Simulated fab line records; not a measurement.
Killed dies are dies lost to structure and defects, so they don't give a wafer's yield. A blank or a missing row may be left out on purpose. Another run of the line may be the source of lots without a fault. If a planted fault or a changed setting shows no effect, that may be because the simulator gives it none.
Matching of chambers	flow berkeley-cmos170	UCB170_M2_ETCH_17 on rie-diel-01 has 4 sister chambers
The step etches BARC in N2/H2. 8 wafers are shown with their chamber, then 7 later ones without.

## WAFERS, EACH WITH ITS CHAMBER
wafer	chamber	drypump-motor-current-A (A)	throttle-valve-pct (%)
L344.2	0	5.9	13.40
L343.3	1	6.0	13.28
L343.5	1	6.0	13.29
L343.6	0	5.8	13.39
L349.1	3	5.0	13.21
L349.6	2	5.0	13.31
L352.2	2	4.9	13.29
L352.4	3	5.0	13.23

## WAFERS WITHOUT THEIR CHAMBER
wafer	drypump-motor-current-A (A)	throttle-valve-pct (%)
L352.5	4.9	13.31
L360.2	5.9	13.40
L360.3	4.9	13.30
L360.5	5.9	13.40
L362.4	5.0	13.23
L362.5	5.0	13.21
L362.6	4.9	13.32

## EACH ONE'S CHAMBER
wafer	from the rows above	in truth
L352.5	2	2
L360.2	0	0
L360.3	2	2
L360.5	0	0
L362.4	3	3
L362.5	3	3
L362.6	2	2
Placed correctly: 7 of 7. Can't be placed from these rows: 0. Number placed wrongly: 0.
How it was worked out, from the rows above alone: a wafer's distance from a chamber is the root of the sum, over the readings, of the square of ((its reading less the chamber's mean) divided by the reading's scatter). The wafer belongs to the nearest chamber; if the next one is less than 2 further off, it can't be placed. For every chamber, the mean is computed from those of its wafers that are shown. The scatter: the root of (the sum of the squares of (reading less its chamber's mean) over the shown wafers, divided by (wafers less chambers)).
